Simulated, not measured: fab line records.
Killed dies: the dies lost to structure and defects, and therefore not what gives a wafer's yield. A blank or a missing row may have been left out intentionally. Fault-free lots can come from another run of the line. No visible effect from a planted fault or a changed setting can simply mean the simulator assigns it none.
What tool caused it? -- flow berkeley cmos170 -- 14 lots, 42 wafers sampled, at 3 steps of a route of 331

WHAT EACH GAUGE READ, for each wafer
UCB170_SDANNEAL_RS_MEAS_03: measures by four-point-probe. Usual: NSD_RS 37.69 ohm/sq, standard deviation 0.1.
lot,measured,on,NSD_RS (ohm/sq),flag
L205,day 8 10:57,film metro-03,37.71 37.70 37.77,
L207,day 8 22:20,film metro-02,37.74 37.72 37.77,
L206,day 8 22:37,film metro-04,37.77 37.65 37.73,
L204,day 8 22:49,film metro-03,37.57 37.55 37.47,
L208,day 9 02:00,film metro-04,37.71 37.67 37.82,
L210,day 9 02:47,film metro-02,37.65 37.56 37.60,
L211,day 9 11:08,film metro-03,37.59 37.64 37.69,
L213,day 9 21:22,film metro-02,37.72 37.64 37.75,
L216,day 10 09:40,film metro-02,37.71 37.64 37.58,
L215,day 10 09:49,film metro-04,37.72 37.67 37.71,
L222,day 12 03:07,film metro-04,37.71 37.65 37.60,
L221,day 12 03:28,film metro-03,37.72 37.80 37.77,
L223,day 13 09:48,film metro-04,37.71 37.64 37.78,
L224,day 13 09:50,film metro-03,37.62 37.72 37.60,

UCB170_CONTACT_CD_MEAS_90: target cd 700 nm. Usual: cd nm 700.2 nm, standard deviation 1.8.
lot,measured,on,cd nm (nm),flag
L205,day 8 16:09,cd sem-01,699.1 700.6 700.2,
L207,day 9 03:23,cd sem-01,701.0 698.8 701.6,
L206,day 9 05:14,cd sem-01,699.7 698.9 699.4,
L204,day 9 05:05,cd sem-01,699.9 697.4 699.4,
L208,day 9 07:00,cd sem-01,699.8 698.7 700.0,
L210,day 9 09:07,cd sem-01,696.7 698.3 697.0,
L211,day 9 16:25,cd sem-01,702.0 701.5 702.0,
L213,day 10 04:12,cd sem-01,699.9 699.3 700.2,
L216,day 10 15:35,cd sem-01,700.7 697.6 700.3,
L215,day 10 15:50,cd sem-01,699.5 701.1 699.1,
L222,day 12 10:04,cd sem-01,699.6 702.1 701.1,
L221,day 12 09:41,cd sem-02,697.2 701.1 700.4,
L223,day 13 14:47,cd sem-02,700.2 698.4 698.2,
L224,day 13 15:04,cd sem-01,701.3 701.7 700.3,

TOOL THAT RAN EACH LOT (tool first, then ch and the chambers of the sampled wafers, then the start)
lot,UCB170_CONTACT_ETCH_17
L205,"rie diel-01 ch 2,3, day 8 15:51"
L207,"rie diel-02 ch 0,2, day 9 03:07"
L206,"rie diel-03 ch 0,2, day 9 04:59"
L204,"rie diel-02 ch 0,1, day 9 04:44"
L208,"rie diel-03 ch 0,1, day 9 06:44"
L210,"rie diel-02 ch 0,2, day 9 08:50"
L211,"rie diel-01 ch 2,3, day 9 16:05"
L213,"rie diel-03 ch 1,2, day 10 03:54"
L216,"rie diel-02 ch 0,1,3, day 10 15:19"
L215,"rie diel-01 ch 1,2, day 10 15:33"
L222,"rie diel-03 ch 0,2,3, day 12 09:47"
L221,"rie diel-01 ch 0,1,2, day 12 09:25"
L223,"rie diel-03 ch 0,1,2, day 13 14:31"
L224,"rie diel-02 ch 2,3, day 13 14:46"
- UCB170_CONTACT_ETCH_17: etches BARC in N2/H2.

AS READ BY THE TOOLS THEMSELVES (means over the sampled wafers that have a number; for cases with no such wafer, the mark the record gives instead)
UCB170_CONTACT_ETCH_17. Usual: chamber pressure mTorr 30.004 mTorr, standard deviation 0.028; drypump motor current A 5.7 A, standard deviation 0.38; oes product au 1.001 a.u., standard deviation 0.022; throttle valve pct 13.32 %, standard deviation 0.16.
lot,tool,chamber pressure mTorr (mTorr),drypump motor current A (A),oes product au (a.u.),throttle valve pct (%),flag
L205,rie diel-01,30.001,5.9,1.024,13.06,
L207,rie diel-02,29.989,5.7,0.962,13.51,
L206,rie diel-03,29.988,5.6,1.010,13.27,
L204,rie diel-02,30.037,5.3,0.986,13.32,
L208,rie diel-03,29.974,5.6,1.006,13.35,
L210,rie diel-02,30.025,5.5,0.971,13.52,
L211,rie diel-01,29.991,5.8,1.009,13.18,
L213,rie diel-03,30.014,5.0,1.008,13.22,
L216,rie diel-02,29.990,5.5,0.986,13.35,
L215,rie diel-01,30.012,5.8,1.005,13.30,
L222,rie diel-03,30.010,5.5,1.006,13.34,
L221,rie diel-01,29.985,5.8,1.013,13.32,
L223,rie diel-03,30.025,5.4,1.006,13.28,
L224,rie diel-02,30.016,6.0,0.978,13.44,

THE ANSWER, worked out from the rows above alone
Rule: a lot is off if the mean of its wafers that have a number lies more than 3 standard deviations from the usual mean. A lot without any number at a reading at which 4 lots or more have one is off too. All remaining lots with rows at the step are treated as sound. Order of review: gauges by route order, followed by the tools' own readings, for which a lot's mean as printed above is used. The first step at which some lot is off is used, and at that step the reading that is off furthest; a lot without a number counts as furthest.
None of the lots is off at any reading shown; this tells nothing.

WHAT THE SIMULATOR HAD INSERTED
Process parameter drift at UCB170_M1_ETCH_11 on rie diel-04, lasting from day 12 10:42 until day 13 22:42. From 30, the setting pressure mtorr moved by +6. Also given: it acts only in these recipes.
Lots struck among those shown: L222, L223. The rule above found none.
